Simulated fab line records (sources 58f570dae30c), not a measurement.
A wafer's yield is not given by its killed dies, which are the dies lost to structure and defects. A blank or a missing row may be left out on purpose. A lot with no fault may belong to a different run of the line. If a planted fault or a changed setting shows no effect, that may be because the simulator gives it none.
Which tool is to blame? -- flow berkeley_cmos170 -- 15 lots with 45 wafers sampled at 4 steps, on a route of 331 steps

## WHAT THE GAUGES READ, wafer by wafer
UCB170_M2_THK_MEAS_03: measures by xrf.
lot,measured,on,M2_AL_THK (nm)
L776,day 8 15:07,film_metro-01,887 895 887
L777,day 9 10:11,film_metro-04,899 896 895
L778,day 9 09:55,film_metro-03,917 896 906
L779,day 9 10:23,film_metro-03,897 896 892
L780,day 9 18:46,film_metro-04,887 900 892
L781,day 9 20:39,film_metro-03,895 896 903
L785,day 10 11:25,film_metro-04,909 899 913
L786,day 11 00:28,film_metro-01,910 896 905
L788,day 10 23:08,film_metro-01,894 894 904
L790,day 11 09:28,film_metro-04,887 892 887
L789,day 11 11:15,film_metro-01,888 889 892
L793,day 16 06:37,film_metro-03,897 888 896
L795,day 16 08:10,film_metro-03,902 903 900
L794,day 16 06:03,film_metro-04,912 914 910
L797,day 16 07:49,film_metro-04,903 893 907

UCB170_M3_OVL_MEAS_16.
lot,measured,on,M3_OVL (nm)
L776,day 9 00:03,overlay-01,-4 3 8
L777,day 9 19:05,overlay-01,2 -2 8
L778,day 9 18:12,overlay-01,2 -7 -5
L779,day 9 18:53,overlay-01,-8 -14 -6
L780,day 10 01:59,overlay-02,-7 -4 -7
L781,day 10 04:45,overlay-02,7 4 8
L785,day 10 20:23,overlay-02,2 4 1
L786,day 11 07:46,overlay-02,-9 -2 4
L788,day 11 07:09,overlay-02,4 2 4
L790,day 11 18:29,overlay-01,-9 -11 -10
L789,day 11 21:32,overlay-01,-6 -9 -4
L793,day 17 02:54,overlay-01,-1 -4 3
L795,day 17 09:55,overlay-01,-3 -7 -3
L794,day 16 23:14,overlay-01,-12 -4 -7
L797,day 17 09:44,overlay-01,1 4 2

## TOOL THAT RAN EACH LOT (tool first, then ch and the chambers of the sampled wafers, then the start)
lot,UCB170_SPACER_CVD_00,UCB170_M1_ETCH_11
L776,"pecvd-04 ch 0,1,2, day 7 14:25","rie_diel-04 ch 0,1, day 8 09:05"
L777,"pecvd-01 ch 0,1, day 8 00:53","rie_diel-04 ch 0,1, day 9 03:43"
L778,"pecvd-04 ch 0,1, day 8 00:53","rie_diel-03 ch 1,2,3, day 9 03:55"
L779,"pecvd-03 ch 0,2, day 8 04:37","rie_diel-02 ch 2,3, day 9 04:38"
L780,"pecvd-03 ch 1, day 8 18:33","rie_diel-02 ch 0,2,3, day 9 13:52"
L781,"pecvd-04 ch 1,2, day 8 18:33","rie_diel-04 ch 2,3, day 9 14:28"
L785,"pecvd-03 ch 1,2, day 9 10:44","rie_diel-03 ch 0,1,2, day 10 03:44"
L786,"pecvd-03 ch 0,1,2, day 9 19:27","rie_diel-02 ch 2,3, day 10 19:23"
L788,"pecvd-03 ch 0,2, day 9 20:00","rie_diel-04 ch 0,2,3, day 10 18:46"
L790,"pecvd-01 ch 0,1,2, day 10 10:06","rie_diel-03 ch 2,3, day 11 04:01"
L789,"pecvd-04 ch 0,1, day 10 11:08","rie_diel-02 ch 0,1,2, day 11 04:55"
L793,"pecvd-01 ch 0,1,2, day 11 09:01","rie_diel-02 ch 0,1,2, day 12 09:31"
L795,"pecvd-04 ch 0,2, day 11 09:01","rie_diel-03 ch 2,3, day 12 09:49"
L794,"pecvd-04 ch 0,2, day 11 09:03","rie_diel-03 ch 0,2,3, day 12 09:15"
L797,"pecvd-01 ch 0,2, day 11 20:25","rie_diel-02 ch 0,2,3, day 12 14:22"
- UCB170_SPACER_CVD_00: deposits SiO2 from TEOS/O2, target thk 376 nm, time 47 s.
- UCB170_M1_ETCH_11: etches BARC in N2/H2.

## AS READ BY THE TOOLS THEMSELVES (means over the sampled wafers that have a number; for cases with no such wafer, the mark the record gives instead)
UCB170_SPACER_CVD_00.
lot,tool,heater_power_w (W)
L776,pecvd-04,288
L777,pecvd-01,302
L778,pecvd-04,291
L779,pecvd-03,193
L780,pecvd-03,257
L781,pecvd-04,371
L785,pecvd-03,221
L786,pecvd-03,196
L788,pecvd-03,198
L790,pecvd-01,301
L789,pecvd-04,285
L793,pecvd-01,290
L795,pecvd-04,307
L794,pecvd-04,341
L797,pecvd-01,288

UCB170_M1_ETCH_11.
lot,tool,drypump_motor_current_A (A),oes_product_au (a.u.),throttle_valve_pct (%)
L776,rie_diel-04,5.7,0.991,13.35
L777,rie_diel-04,5.7,0.986,13.34
L778,rie_diel-03,5.5,0.999,13.40
L779,rie_diel-02,5.5,1.008,13.06
L780,rie_diel-02,5.9,1.009,13.16
L781,rie_diel-04,6.3,0.982,13.11
L785,rie_diel-03,5.7,0.999,13.32
L786,rie_diel-02,5.7,1.018,13.06
L788,rie_diel-04,6.4,0.978,13.23
L790,rie_diel-03,5.4,0.988,13.36
L789,rie_diel-02,5.9,0.993,13.21
L793,rie_diel-02,5.9,0.986,13.21
L795,rie_diel-03,5.4,0.997,13.36
L794,rie_diel-03,5.6,0.998,13.27
L797,rie_diel-02,5.9,1.006,13.14

## THE ANSWER, worked out from the rows above alone
Rule: usual is defined by the lots themselves. The widest of any qualifying gaps counts: lots, ordered by their means at a reading, are off when they make up no more than a third of the lots, leave a main group of 4 or more, and stand apart from it by 3 or more times the standard deviation of that group's means. A main group is skipped when, at the precision printed for the reading in the tables above, its means are all equal. Also off: a lot with no number at a reading for which 4 or more lots have one. The other lots that the step has rows for count as sound. Order of review: gauges by route order, followed by the tools' own readings, for which a lot's mean as printed above is used. At the first step where some lot is off, the reading lying furthest off is the one used; lots without a number count as furthest.
No lot is off on any of the readings shown, so nothing can be concluded from this.

## WHAT THE SIMULATOR PUT IN
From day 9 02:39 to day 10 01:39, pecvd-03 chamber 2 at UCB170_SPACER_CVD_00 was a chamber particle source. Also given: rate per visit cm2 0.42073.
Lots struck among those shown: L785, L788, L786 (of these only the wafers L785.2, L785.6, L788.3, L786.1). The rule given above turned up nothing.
